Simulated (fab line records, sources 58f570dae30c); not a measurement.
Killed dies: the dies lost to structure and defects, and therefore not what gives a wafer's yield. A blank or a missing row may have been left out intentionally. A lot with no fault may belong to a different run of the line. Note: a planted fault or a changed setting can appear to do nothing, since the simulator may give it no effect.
Check for tools in common	flow berkeleyCmos170	Sample size 14 lots and 42 wafers

THE REASON FOR OPENING IT
Of 14 lots, 2 have the reading PLDD_TW flagged at UCB170_PLDD_TW_MEAS_11. Fault-free wafers read 1009, with a standard deviation of 7.9.
Rule: a lot gets a flag if all its wafers with a number sit over 4 standard deviations from that mean, or if no wafer of it has a number. As for the other lots, they are considered sound.

lot	measured	on	PLDD_TW, wafer by wafer	flag
L597	day 7 10:53	filmMetro-03	1010 1011 1009	
L598	day 8 03:40	filmMetro-01	1017 1016 1018	
L599	day 8 03:56	filmMetro-02	994 994 1001	
L602	day 8 22:13	filmMetro-01	1011 1012 1008	
L603	day 8 22:38	filmMetro-03	1012 1009 1012	
L601	day 8 22:43	filmMetro-02	1002 1003 997	
L604	day 8 23:11	filmMetro-01	1013 1016 1014	
L607	day 9 03:51	filmMetro-03	948 953 949	FLAGGED
L608	day 9 17:20	filmMetro-01	961 962 961	FLAGGED
L613	day 10 18:30	filmMetro-03	1014 1006 1010	
L614	day 11 02:27	filmMetro-02	997 996 999	
L615	day 11 03:13	filmMetro-02	994 1004 991	
L617	day 11 18:01	filmMetro-01	1016 1010 1012	
L620	day 12 02:30	filmMetro-01	1011 1010 1016	
The numbers of the flagged lots are 956 on average: -53 against the usual, or -7 standard deviations.

WHICH TOOL EACH LOT WENT THROUGH
The record keeps 1 process step preceding the reading, out of 331 steps on the route. Read each cell as the tool, then ch plus the chambers that the sampled wafers visited, then the start.
lot	flag	UCB170_PLDD_IMPLANT_08
L597		implanter-04 ch 0, day 7 10:31
L598		implanter-04 ch 0, day 8 03:17
L599		implanter-01 ch 0, day 8 03:34
L602		implanter-04 ch 0, day 8 21:50
L603		implanter-03 ch 0, day 8 22:14
L601		implanter-01 ch 0, day 8 22:19
L604		implanter-03 ch 0, day 8 22:49
L607	FLAGGED	implanter-01 ch 0, day 9 03:27
L608	FLAGGED	implanter-01 ch 0, day 9 16:57
L613		implanter-04 ch 0, day 10 18:07
L614		implanter-03 ch 0, day 11 02:03
L615		implanter-04 ch 0, day 11 02:51
L617		implanter-04 ch 0, day 11 17:37
L620		implanter-04 ch 0, day 12 02:06
These steps, and what they do:
- UCB170_PLDD_IMPLANT_08
- UCB170_PLDD_TW_MEAS_11

FLAGGED AGAINST TOTAL, ONE TOOL AT A TIME (gauges that did the reading follow at the end)
step	tool	lots run	flagged	share of the flagged lots	sound lots run after its first flagged lot
UCB170_PLDD_IMPLANT_08	implanter-01	4	2	all	0
UCB170_PLDD_IMPLANT_08	implanter-03	3	0	none	-
UCB170_PLDD_IMPLANT_08	implanter-04	7	0	none	-
UCB170_PLDD_TW_MEAS_11	filmMetro-01	6	1	some	2 (L617,L620)
UCB170_PLDD_TW_MEAS_11	filmMetro-02	4	0	none	-
UCB170_PLDD_TW_MEAS_11	filmMetro-03	4	1	some	1 (L613)

WHAT THE TABLE ALLOWS
All flagged lots share 1 row of the table, namely implanter-01 at UCB170_PLDD_IMPLANT_08.
- implanter-01 at UCB170_PLDD_IMPLANT_08: 2 of its 4 lots flagged. Last sound lot L601 at day 8 22:19, first flagged lot L607 at day 9 03:27; a fault beginning in between fits. Its own readings lie more than 4 standard deviations out on every wafer of the flagged lots: beamEnergyKeV, beamOnS, faradayCurrentUA.
Just one tool remains: implanter-01 at UCB170_PLDD_IMPLANT_08.

WHAT THE SIMULATOR PUT IN
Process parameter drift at UCB170_PLDD_IMPLANT_08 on implanter-01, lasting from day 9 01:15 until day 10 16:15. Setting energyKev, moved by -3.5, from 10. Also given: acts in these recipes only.
Lots struck among those shown: L607, L608. This agrees with what the rule above found.
